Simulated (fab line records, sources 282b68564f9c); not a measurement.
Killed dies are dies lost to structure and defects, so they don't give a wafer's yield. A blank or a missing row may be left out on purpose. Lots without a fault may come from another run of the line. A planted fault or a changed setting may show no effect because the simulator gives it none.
Which tool did it? | flow rit_cmos | 14 lots, 42 wafers sampled, at 3 steps of a route of 202

WHAT THE GAUGES READ, wafer by wafer
RIT_NLDD_TW_MEAS_10. Usual: NLDD_TW 2525, standard deviation 17.
lot  | measured    | on            | NLDD_TW        | flag
L135 | day 2 17:28 | film_metro-02 | 2528 2508 2521 |
L136 | day 2 23:46 | film_metro-02 | 2528 2518 2506 |
L137 | day 3 08:19 | film_metro-02 | 2519 2514 2517 |
L138 | day 3 10:23 | film_metro-02 | 2528 2516 2522 |
L139 | day 3 14:34 | film_metro-03 | 2491 2509 2523 |
L140 | day 3 19:54 | film_metro-03 | 2508 2512 2506 |
L141 | day 4 00:48 | film_metro-03 | 2511 2506 2491 |
L144 | day 4 15:18 | film_metro-03 | 2392 2388 2388 | OFF
L145 | day 4 20:35 | film_metro-03 | 2388 2386 2394 | OFF
L147 | day 5 09:22 | film_metro-03 | 2525 2537 2529 |
L153 | day 6 17:05 | film_metro-04 | 2534 2540 2526 |
L154 | day 6 18:53 | film_metro-04 | 2545 2534 2534 |
L157 | day 7 07:56 | film_metro-04 | 2532 2517 2529 |
L158 | day 7 14:04 | film_metro-03 | 2531 2528 2519 |

RIT_SDANNEAL_RS_MEAS_07: measures by four-point-probe. Usual: NLDD_RS 151.9 ohm/sq, standard deviation 0.53.
lot  | measured    | on            | NLDD_RS (ohm/sq)  | flag
L135 | day 3 02:04 | film_metro-04 | 152.1 151.3 151.9 |
L136 | day 3 08:14 | film_metro-03 | 151.1 151.1 151.7 |
L137 | day 3 16:09 | film_metro-03 | 152.6 152.6 151.7 |
L138 | day 3 18:26 | film_metro-04 | 152.1 152.4 152.5 |
L139 | day 3 22:40 | film_metro-04 | 152.1 151.9 152.6 |
L140 | day 4 03:38 | film_metro-04 | 152.3 151.9 151.7 |
L141 | day 4 09:56 | film_metro-03 | 152.2 151.5 152.3 |
L144 | day 5 00:01 | film_metro-04 | 174.8 174.5 174.4 | OFF
L145 | day 5 04:44 | film_metro-04 | 173.8 173.6 174.3 | OFF
L147 | day 5 18:21 | film_metro-04 | 152.4 152.2 152.5 |
L153 | day 7 01:05 | film_metro-03 | 152.2 152.8 153.0 |
L154 | day 7 03:40 | film_metro-03 | 151.4 151.3 151.2 |
L157 | day 7 16:46 | film_metro-02 | 152.4 152.4 153.1 |
L158 | day 7 22:55 | film_metro-04 | 152.5 152.1 152.2 |

WHICH TOOL RAN EACH LOT (tool, then ch and the chambers of the sampled wafers, then the start)
lot  | RIT_NLDD_IMPLANT_08
L135 | implanter-03 ch 0, day 2 17:09
L136 | implanter-03 ch 0, day 2 23:28
L137 | implanter-01 ch 0, day 3 08:00
L138 | implanter-04 ch 0, day 3 10:03
L139 | implanter-03 ch 0, day 3 14:16
L140 | implanter-03 ch 0, day 3 19:35
L141 | implanter-03 ch 0, day 4 00:31
L144 | implanter-03 ch 0, day 4 14:59
L145 | implanter-03 ch 0, day 4 20:16
L147 | implanter-01 ch 0, day 5 09:02
L153 | implanter-01 ch 0, day 6 16:46
L154 | implanter-04 ch 0, day 6 18:34
L157 | implanter-04 ch 0, day 7 07:37
L158 | implanter-04 ch 0, day 7 13:44
- RIT_NLDD_IMPLANT_08

WHAT THE TOOLS THEMSELVES READ (means of the sampled wafers that have a number; where no wafer has one, the mark that the record gives instead)
RIT_NLDD_IMPLANT_08. Usual: dose_ions_cm2 5e+14, standard deviation 5.1e+11; faraday_current_uA 1567, standard deviation 29.
lot  | tool         | dose_ions_cm2 | faraday_current_uA | flag
L135 | implanter-03 | 5e+14         | 1565               |
L136 | implanter-03 | 5e+14         | 1592               |
L137 | implanter-01 | 5e+14         | 1568               |
L138 | implanter-04 | 5e+14         | 1567               |
L139 | implanter-03 | 5e+14         | 1541               |
L140 | implanter-03 | 5e+14         | 1573               |
L141 | implanter-03 | 5e+14         | 1597               |
L144 | implanter-03 | 4e+14         | 1320               | OFF
L145 | implanter-03 | 4e+14         | 1319               | OFF
L147 | implanter-01 | 5e+14         | 1549               |
L153 | implanter-01 | 5e+14         | 1593               |
L154 | implanter-04 | 5e+14         | 1575               |
L157 | implanter-04 | 5e+14         | 1554               |
L158 | implanter-04 | 5e+14         | 1606               |

THE ANSWER, worked out from the rows above alone
Rule: a lot is off if the mean of its wafers that have a number lies more than 3 standard deviations from the usual mean. A lot without any number at a reading at which 4 lots or more have one is off too. The other lots that the step has rows for count as sound. The gauges are gone through in route order, then the tools' own readings, and for those a lot's mean is taken as printed above. The first step at which some lot is off is used, and at that step the reading that is off furthest; a lot without a number counts as furthest.
Off: L144, L145, at RIT_NLDD_TW_MEAS_10 (NLDD_TW).
A tool fits if, at a process step before that reading, it ran every lot that is off, and no sound lot after the first of them. The gauges at RIT_NLDD_TW_MEAS_10 aren't tried: what is off there is off at RIT_SDANNEAL_RS_MEAS_07 too, on other tools, and a gauge's error can't cause that. One fits: implanter-03 at RIT_NLDD_IMPLANT_08. Its last sound lot is L141 (day 4 00:31), its first lot that is off L144 (day 4 14:59): a fault that began between those two fits.
The tool's own readings at RIT_NLDD_IMPLANT_08 bear it out: on the lots that are off they differ by more than 5 times the standard deviation of the sound lots' means. dose_ions_cm2 reads 4e+14 there against 5e+14 on the sound lots; faraday_current_uA reads 1320 there against 1573 on the sound lots.

WHAT THE SIMULATOR HAD PUT IN
Process parameter drift: implanter-03, from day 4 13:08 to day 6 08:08, at RIT_NLDD_IMPLANT_08. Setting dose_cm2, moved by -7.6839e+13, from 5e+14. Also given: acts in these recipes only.
Lots struck among those shown: L144, L145. The rule above found the same.
